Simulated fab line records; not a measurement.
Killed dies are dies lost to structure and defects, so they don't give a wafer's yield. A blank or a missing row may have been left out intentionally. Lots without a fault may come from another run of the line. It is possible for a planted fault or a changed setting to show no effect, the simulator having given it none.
Which tool did it? ; flow berkeley_cmos170 ; Sampling: 6 lots, 18 wafers, 2 of 331 route steps

== WHAT EACH GAUGE READ, for each wafer ==
UCB170_NVT_OVL_MEAS_06.
lot;measured;on;NVT_OVL (nm)
L941;day 5 18:43;overlay-02;7 1 4
L942;day 5 23:33;overlay-02;-2 -3 -4
L944;day 6 08:03;overlay-01;5 4 3
L946;day 6 17:52;overlay-02;9 14 12
L949;day 7 07:20;overlay-01;-3 -4 -4
L953;day 8 08:40;overlay-01;- - -

== EACH LOT AND THE TOOL THAT RAN IT (in order: tool; ch and the chambers of the sampled wafers; start) ==
lot;UCB170_NVT_EXPOSE_03
L941;krf_scanner-01 ch 0, day 5 18:19
L942;krf_scanner-01 ch 0, day 5 23:10
L944;krf_scanner-02 ch 0, day 6 07:40
L946;krf_scanner-02 ch 0, day 6 17:29
L949;krf_scanner-01 ch 0, day 7 06:44
L953;krf_scanner-02 ch 0, day 8 07:58
- UCB170_NVT_EXPOSE_03: exposes mask PWELL, target cd 3000 nm.

== THE ANSWER, worked out from the rows above alone ==
Rule: what is usual is taken from the lots themselves. The widest of any qualifying gaps counts: lots, ordered by their means at a reading, are off when they make up no more than a third of the lots, leave a main group of 4 or more, and stand apart from it by 3 or more times the standard deviation of that group's means. The tables above print the reading to a certain number of digits; a main group whose means all agree to those digits is not used. Also off: a lot with no number at a reading for which 4 or more lots have one. The other lots that the step has rows for count as sound.
Off: L953, seen at UCB170_NVT_OVL_MEAS_06 (NVT_OVL). Without a number there: L953. Main group: mean 3 nm, sd 5.6.
If a tool, at a process step before that reading, ran all the lots that are off and no sound lot after the first of them, it fits. The gauges at UCB170_NVT_OVL_MEAS_06 are tried like those tools. Can't be told from this: 2 tools fit, krf_scanner-02 at UCB170_NVT_EXPOSE_03, overlay-01 at UCB170_NVT_OVL_MEAS_06.

== WHAT HAD BEEN PUT IN BY THE SIMULATOR ==
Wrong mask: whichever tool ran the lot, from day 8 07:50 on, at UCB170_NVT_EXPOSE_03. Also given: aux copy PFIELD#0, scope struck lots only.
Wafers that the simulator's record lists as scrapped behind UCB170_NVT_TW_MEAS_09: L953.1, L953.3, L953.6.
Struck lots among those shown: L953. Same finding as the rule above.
